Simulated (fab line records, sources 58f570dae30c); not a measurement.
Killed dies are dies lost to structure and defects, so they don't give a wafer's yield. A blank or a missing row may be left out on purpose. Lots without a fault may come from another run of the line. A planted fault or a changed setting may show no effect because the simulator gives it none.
Which tool did it? | flow berkeley_cmos170 | 15 lots, 45 wafers sampled, at 2 steps of a route of 331

WHAT THE GAUGES READ, wafer by wafer
UCB170_NVT_TW_MEAS_09.
lot  | measured    | on            | NVT_TW
L917 | day 5 18:35 | film_metro-04 | 518.5 520.7 522.0
L919 | day 5 23:57 | film_metro-03 | 522.0 523.8 528.6
L920 | day 6 00:07 | film_metro-01 | 523.5 524.1 524.4
L918 | day 6 00:16 | film_metro-04 | 519.8 523.3 525.1
L922 | day 6 07:23 | film_metro-04 | 522.9 520.7 523.1
L923 | day 6 07:38 | film_metro-03 | 522.5 524.5 525.0
L921 | day 6 07:44 | film_metro-04 | 523.9 522.8 521.6
L924 | day 7 01:47 | film_metro-01 | 528.4 527.0 524.1
L927 | day 7 06:20 | film_metro-01 | 526.0 527.3 522.6
L926 | day 7 06:31 | film_metro-04 | 520.2 521.4 520.9
L925 | day 7 06:40 | film_metro-01 | 525.8 522.1 525.9
L933 | day 9 06:29 | film_metro-01 | 524.8 522.0 523.4
L939 | day 9 12:42 | film_metro-04 | 522.3 522.9 523.3
L937 | day 9 13:07 | film_metro-04 | 523.5 521.0 520.1
L940 | day 9 17:26 | film_metro-04 | 521.4 519.6 519.7

UCB170_GATE_THK_MEAS_05.
lot  | measured     | on            | GATE_POLY_THK (nm)
L917 | day 6 06:58  | film_metro-01 | 213.6 213.7 215.4
L919 | day 6 11:20  | film_metro-01 | 215.5 213.3 212.2
L920 | day 6 11:22  | film_metro-03 | 215.0 215.0 213.1
L918 | day 6 11:20  | film_metro-02 | 212.7 212.8 212.2
L922 | day 6 20:43  | film_metro-03 | 215.7 214.8 215.1
L923 | day 6 20:44  | film_metro-01 | 214.0 216.8 216.1
L921 | day 6 20:43  | film_metro-02 | 210.4 210.1 208.7
L924 | day 7 09:44  | film_metro-02 | 213.6 210.5 213.5
L927 | day 7 17:35  | film_metro-02 | 215.8 217.1 216.2
L926 | day 7 17:36  | film_metro-01 | 216.6 217.9 218.4
L925 | day 7 17:37  | film_metro-03 | 212.0 209.9 211.1
L933 | day 9 14:59  | film_metro-03 | 212.8 215.3 213.0
L939 | day 10 00:23 | film_metro-01 | 212.5 212.2 212.9
L937 | day 10 00:20 | film_metro-02 | 213.0 213.7 212.6
L940 | day 10 07:05 | film_metro-01 | 213.4 215.1 215.5

WHICH TOOL RAN EACH LOT (tool, then ch and the chambers of the sampled wafers, then the start)
The record holds no process step before these readings.

WHAT THE TOOLS THEMSELVES READ (means of the sampled wafers that have a number; where no wafer has one, the mark that the record gives instead)
The record holds no such reading with a usual standard deviation.

THE ANSWER, worked out from the rows above alone
Rule: what is usual is taken from the lots themselves. Put in order of their means at a reading, lots are off if they are a third of the lots or fewer, leave a main group of 4 or more, and stand apart from it by a gap of 3 or more times the standard deviation of the main group's means; of several such gaps the widest counts. A main group whose means are all the same, to the digits that the tables above print for the reading, isn't used. A lot without any number at a reading at which 4 lots or more have one is off too. The other lots that the step has rows for count as sound. The gauges are gone through in route order, then the tools' own readings, and for those a lot's mean is taken as printed above. The first step at which some lot is off is used, and at that step the reading that is off furthest; a lot without a number counts as furthest.
No lot is off at any reading shown: from this, nothing can be told.

WHAT THE SIMULATOR HAD PUT IN
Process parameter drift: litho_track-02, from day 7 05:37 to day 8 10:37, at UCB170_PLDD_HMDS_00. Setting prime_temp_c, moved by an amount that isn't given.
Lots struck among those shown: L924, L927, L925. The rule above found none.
